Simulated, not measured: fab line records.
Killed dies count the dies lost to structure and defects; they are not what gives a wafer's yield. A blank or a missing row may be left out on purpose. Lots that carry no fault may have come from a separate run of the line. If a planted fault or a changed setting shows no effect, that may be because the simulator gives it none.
8D (eight disciplines) problem report, filled in by code / flow rit_cmos / the parts of the form that need people (team, actions taken, sign-off) are left out

== 1. WHAT WENT WRONG ==
Mean PWELL_TW at RIT_PWELL_TW_MEAS_10: 1003 over 9 wafers in 3 lots; fault-free wafers: 952, standard deviation 4.9. That puts it +10 standard deviations away from the usual mean.
First seen on wafer L860.3, day 5 17:32, on film_metro-01. Wafers with a number at this step in the record: 45, from 15 lots. Rule for "out", or "out of limits": more than 4 standard deviations from the usual mean. The rest of the wafers with a number are treated as sound.

== 2. WHAT IT IS, AND WHAT IT ISN'T ==
question=which readings at this step | is=PWELL_TW | is not=-
question=which lots | is=L860, L861, L862 | is not=L843, L845, L847, L848, L849, L851, L852, L853, L856, L859, L863, L864
question=which wafers of those lots | is=all that have a number | is not=-
question=read on which gauges | is=film_metro-01 | is not=film_metro-02, film_metro-04
question=when | is=from day 5 17:32 | is not=up to then (30 sound wafers); but 6 sound wafers of L863, L864 came after

== 3. THE SUSPECTS, EACH WITH WHAT RULES IT OUT ==
Counting: a tool at a process step up to the reading stays a suspect if it ran every lot that is out and no sound lot after the first of them.
- the gauge at RIT_PWELL_TW_MEAS_10: ruled out. All the wafers that are out were read on film_metro-01, but those of them that RIT_PWELL_IMPLANT_08 has rows for are out there too, on other tools.
- implanter-04 at RIT_PWELL_IMPLANT_08: kept. It processed each lot that is out, first L860 at day 5 17:14, and no sound lot thereafter; up to then, the last sound lot it processed was L853 at day 4 09:28. Its own dose_ions_cm2, faraday_current_uA readings are out on those wafers.
The count leaves implanter-04 at RIT_PWELL_IMPLANT_08.

== 4. THE CAUSE (what the simulator had put in) ==
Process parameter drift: implanter-04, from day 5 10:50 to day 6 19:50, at RIT_PWELL_IMPLANT_08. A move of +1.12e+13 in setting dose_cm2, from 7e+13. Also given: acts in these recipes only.
This tool alone remained once counting was done.

== 5. THE EFFECT CHAIN, in route order ==
Each row: a reading where the mean over the struck wafers with a number is more than 3 standard deviations away from the usual. Only readings whose record carries a usual standard deviation are examined. hours: median over the lots of the time between each lot's start at the first step of this table that gives one and its start at this step. sigmas: the change, counted in usual standard deviations.
hours=0; step=RIT_PWELL_IMPLANT_08; reading=dose_ions_cm2; usual=7e+13; on struck wafers=8e+13; change=+1e+13; sigmas=+99 or more
hours=0; step=RIT_PWELL_IMPLANT_08; reading=faraday_current_uA; usual=222; on struck wafers=259; change=+37; sigmas=+8.8
hours=0; step=RIT_PWELL_TW_MEAS_10; reading=PWELL_TW; usual=952; on struck wafers=1003; change=+51; sigmas=+10
hours=12; step=RIT_WELLDRIVE_RS_MEAS_02; reading=PWELL_RS; usual=429.1 ohm/sq; on struck wafers=391.8; change=-37.3; sigmas=-34
Its process steps:
- RIT_PWELL_IMPLANT_08
At these later measuring or inspecting steps, every struck wafer for which the step has a row has a number for every such reading, and none has moved that far: RIT_NSD_TW_MEAS_10.

== 6. WHAT WOULD HAVE CAUGHT IT SOONER ==
Counted from the fault's start at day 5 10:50, it took 7 hours until the first out-of-limits reading at a measuring or inspecting step in this record, taken at day 5 17:32.
At RIT_PWELL_IMPLANT_08, the tool's own readings (dose_ions_cm2, faraday_current_uA) were out on each struck wafer the step has a row for, so an alarm limit on them would have fired on the first such wafer.
Among the 3 lots that are out, L861, L862 began RIT_PWELL_IMPLANT_08 on implanter-04 after day 5 17:32. A hold on the tool at that time would have spared those 2.
